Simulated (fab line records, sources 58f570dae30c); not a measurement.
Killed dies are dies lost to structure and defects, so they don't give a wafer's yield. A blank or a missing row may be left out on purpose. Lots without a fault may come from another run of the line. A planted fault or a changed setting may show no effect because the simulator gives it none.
Tool commonality check | flow berkeley_cmos170 | 13 lots, 39 wafers sampled

WHY IT WAS OPENED
At UCB170_ACTIVE_CD_MEAS_13 the reading cd_nm is flagged on 2 of 13 lots. Wafers without a fault read 1199.8 nm, standard deviation 1.8.
Rule: a lot is flagged when every wafer of it that has a number lies more than 4 standard deviations from that mean, or none has a number. The other lots count as sound.

lot  | measured    | on        | cd_nm (nm), wafer by wafer | flag
L283 | day 4 03:31 | cd_sem-01 | 1201.8 1201.5 1202.6       |
L284 | day 4 12:45 | cd_sem-02 | 1198.9 1196.3 1197.1       |
L285 | day 4 12:55 | cd_sem-01 | 1197.8 1197.2 1198.5       |
L287 | day 4 21:28 | cd_sem-02 | 1200.1 1199.2 1199.5       |
L289 | day 5 12:15 | cd_sem-02 | 1184.5 1185.2 1185.0       | FLAGGED
L292 | day 6 02:40 | cd_sem-01 | 1200.3 1200.9 1199.0       |
L290 | day 6 03:27 | cd_sem-01 | 1185.8 1185.2 1187.5       | FLAGGED
L300 | day 7 13:51 | cd_sem-02 | 1200.8 1200.6 1200.0       |
L298 | day 7 14:01 | cd_sem-02 | 1199.1 1197.7 1198.5       |
L302 | day 8 00:53 | cd_sem-01 | 1202.0 1201.4 1201.9       |
L304 | day 8 13:46 | cd_sem-01 | 1199.6 1199.6 1199.4       |
L305 | day 8 21:56 | cd_sem-02 | 1200.9 1201.4 1201.1       |
L306 | day 8 22:41 | cd_sem-02 | 1199.1 1200.3 1199.2       |
The numbers of the flagged lots are 1185.5 nm on average: -14.3 nm against the usual, or -8 standard deviations.

WHICH TOOL RAN EACH LOT
The record holds 2 process steps before the reading, out of a route of 331 steps. In each cell: the tool, then ch and the chambers that the sampled wafers went through, then the start.
lot  | flag    | UCB170_PWELL_STRIP_16               | UCB170_ACTIVE_SOFTBAKE_09
L283 |         | plasma_asher-01 ch 0,1, day 2 20:57 | litho_track-03 ch 0, day 4 02:58
L284 |         | plasma_asher-03 ch 0,1, day 3 04:16 | litho_track-03 ch 0, day 4 12:01
L285 |         | plasma_asher-02 ch 0,1, day 3 09:14 | litho_track-04 ch 0, day 4 12:07
L287 |         | plasma_asher-02 ch 0,1, day 3 20:11 | litho_track-04 ch 0, day 4 20:41
L289 | FLAGGED | plasma_asher-03 ch 0,1, day 4 11:05 | litho_track-04 ch 0, day 5 11:22
L292 |         | plasma_asher-03 ch 0,1, day 4 19:10 | litho_track-03 ch 0, day 6 01:41
L290 | FLAGGED | plasma_asher-03 ch 0,1, day 4 18:46 | litho_track-04 ch 0, day 6 01:58
L300 |         | plasma_asher-02 ch 0,1, day 6 14:37 | litho_track-03 ch 0, day 7 13:09
L298 |         | plasma_asher-02 ch 1, day 6 09:25   | litho_track-02 ch 0, day 7 13:10
L302 |         | plasma_asher-01 ch 0,1, day 6 23:41 | litho_track-02 ch 0, day 8 00:13
L304 |         | plasma_asher-01 ch 0,1, day 7 11:32 | litho_track-03 ch 0, day 8 13:05
L305 |         | plasma_asher-03 ch 0,1, day 7 19:14 | litho_track-03 ch 0, day 8 21:16
L306 |         | plasma_asher-01 ch 0,1, day 7 18:58 | litho_track-02 ch 0, day 8 21:29
What these steps do:
- UCB170_PWELL_STRIP_16: strips in O2.
- UCB170_ACTIVE_SOFTBAKE_09: time 60 s.
- UCB170_ACTIVE_CD_MEAS_13: target cd 1200 nm.

FLAGGED OVER TOTAL, TOOL BY TOOL (the gauges that took the reading come last)
step                      | tool            | lots run | flagged | share of the flagged lots | sound lots run after its first flagged lot
UCB170_PWELL_STRIP_16     | plasma_asher-01 | 4        | 0       | none                      | -
UCB170_PWELL_STRIP_16     | plasma_asher-02 | 4        | 0       | none                      | -
UCB170_PWELL_STRIP_16     | plasma_asher-03 | 5        | 2       | all                       | 2 (L292,L305)
UCB170_ACTIVE_SOFTBAKE_09 | litho_track-02  | 3        | 0       | none                      | -
UCB170_ACTIVE_SOFTBAKE_09 | litho_track-03  | 6        | 0       | none                      | -
UCB170_ACTIVE_SOFTBAKE_09 | litho_track-04  | 4        | 2       | all                       | 0
UCB170_ACTIVE_CD_MEAS_13  | cd_sem-01       | 6        | 1       | some                      | 2 (L302,L304)
UCB170_ACTIVE_CD_MEAS_13  | cd_sem-02       | 7        | 1       | some                      | 4 (L300,L298,L305,L306)

WHAT THE TABLE ALLOWS
2 rows of the table ran every flagged lot: plasma_asher-03 at UCB170_PWELL_STRIP_16, litho_track-04 at UCB170_ACTIVE_SOFTBAKE_09.
- plasma_asher-03 at UCB170_PWELL_STRIP_16: 2 of its 5 lots flagged. Sound lots ran on it after the first flagged one (L292, L305), which a lasting fault on the whole tool wouldn't allow.
- litho_track-04 at UCB170_ACTIVE_SOFTBAKE_09: 2 of its 4 lots flagged. Its last sound lot is L287 (day 4 20:41), its first flagged lot L289 (day 5 11:22): a fault that began between those two fits. Its own readings lie more than 4 standard deviations out on every wafer of the flagged lots: heater_power_total_W, plate_temp_C.
One tool is left: litho_track-04 at UCB170_ACTIVE_SOFTBAKE_09.

WHAT THE SIMULATOR HAD PUT IN
Process parameter drift: litho_track-04, from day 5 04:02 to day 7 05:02, at UCB170_ACTIVE_SOFTBAKE_09. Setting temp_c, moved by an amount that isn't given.
Lots struck among those shown: L289, L290. The rule above found the same.
